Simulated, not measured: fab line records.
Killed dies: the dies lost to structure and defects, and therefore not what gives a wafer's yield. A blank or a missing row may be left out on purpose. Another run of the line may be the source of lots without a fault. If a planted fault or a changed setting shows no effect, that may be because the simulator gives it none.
A struck lot beside a sound one || flow rit-cmos || 14 steps out of a route of 202
Sound: the wafers L851.2, L851.4, L851.6. The struck wafers were L841.1, L841.4, L841.6. The cause comes at the end.
Order at every step that has rows: each side's tool, ch and its chambers, its first start. Under that, the readings that differ: sound wafers || struck wafers || difference of the means || sigmas: that difference in standard deviations of wafers without a fault.
alike: a reading whose means differ by less than 2 such deviations, as well as words and numbers matching on both sides. not compared: withheld readings; readings where some wafer has no value; bounds like >300 that might hide an equal value; numbers whose values overlap and for which the record gives no deviation.
A row with sigmas, a row that says differs or no value, or rows on one side alone: a step with any of these is where the two part. Non-overlapping numbers with no deviation appear without sigmas and do not part them. Lack of a reading on every wafer of one side parts them only where that side has two or more wafers.

first, 2 steps without rows for these wafers: RIT_PLDD_PEB_04; RIT_PLDD_DEVELOP_05 (develop time 50 s).
RIT_PLDD_OVL_MEAS_06:
  sound on overlay-02, day 6 00:58; struck on overlay-01, day 3 21:28
  alike: PLDD_OVL
then, 2 steps without rows for these wafers: RIT_PLDD_HARDBAKE_07 (time 60 s); RIT_PLDD_IMPLANT_08.
RIT_PLDD_STRIP_09: strips in O2, time 180 s.
  sound on plasma-asher-04 ch 0, day 6 01:18; struck on plasma-asher-01 ch 0, day 3 21:47
  alike: drypump-motor-current-A
  not compared: rf-hours-counter-h
RIT_PLDD_TW_MEAS_10:
  sound on film-metro-04, day 6 01:29; struck on film-metro-03, day 3 21:58
  alike: PLDD_TW
then, 4 steps without rows for these wafers: RIT_SPACER_CLEAN_00 (cleans in SC1, time 600 s); RIT_SPACER_CLEAN_01 (cleans in dHF, time 30 s); RIT_SPACER_CLEAN_02 (cleans in SC2, time 600 s); RIT_SPACER_CVD_03 (deposits Si3N4 from SiH2Cl2/NH3, target thk 250 nm, time 3300 s).
RIT_SPACER_THK_MEAS_04:
  sound on film-metro-03, day 6 04:54; struck on film-metro-02, day 4 00:19
  alike: SPACER_NITRIDE_THK
RIT_SPACER_ETCHBACK_05: etches Si3N4 in SF6/CHF3, stops on SiO2, target depth 250 nm, time 240 s.
  sound on rie-diel-03 ch 0,2,3, day 6 04:57; struck on rie-diel-01 ch 0,2,3, day 4 00:22
  no value came back on the struck wafers for any of 5 readings (CHF3_flow_sccm (sccm), SF6_flow_sccm (sccm) and others); on the sound wafers CHF3_flow_sccm (sccm) reads 30.13 29.97 29.97
{"reading": "model.poly-Si_of_GATE_CVD_08.thk-nm (nm)", "sound": "163.8 164.1 162.8", "struck": "235.2 232.1 232.3", "difference": "+69.6", "sigmas": ""}
{"reading": "model.Si3N4_of_SPACER_CVD_03.thk-nm (nm)", "sound": "192.6 194.1 193.3", "struck": "250.8 251.3 253.3", "difference": "+58.5", "sigmas": ""}
{"reading": "model.SiO2_of_FOX2_OXIDATION_00.thk-nm (nm)", "sound": "172.2 175.3 171.5", "struck": "233.1 229.1 227.8", "difference": "+57.0", "sigmas": ""}
  not compared: rf-hours-counter-h
RIT_M1_PROBE_99:
  sound on prober-01, day 6 16:05; struck on prober-02, day 4 11:34
{"reading": "killed-at-front-end", "sound": 3, "struck": "264 264 264", "difference": "+261", "sigmas": "+90"}
{"reading": "killed-dies", "sound": 3, "struck": "264 264 264", "difference": "+261", "sigmas": "+93"}
{"reading": "killed-on-rim", "sound": 1, "struck": "70 70 70", "difference": "+69", "sigmas": "+49"}
  alike: killed-at-contacts, killed-open, killed-short

## WHERE THEY PART
First at RIT_SPACER_ETCHBACK_05; last, within this record, at RIT_M1_PROBE_99.

WHY: what had been put in by the simulator
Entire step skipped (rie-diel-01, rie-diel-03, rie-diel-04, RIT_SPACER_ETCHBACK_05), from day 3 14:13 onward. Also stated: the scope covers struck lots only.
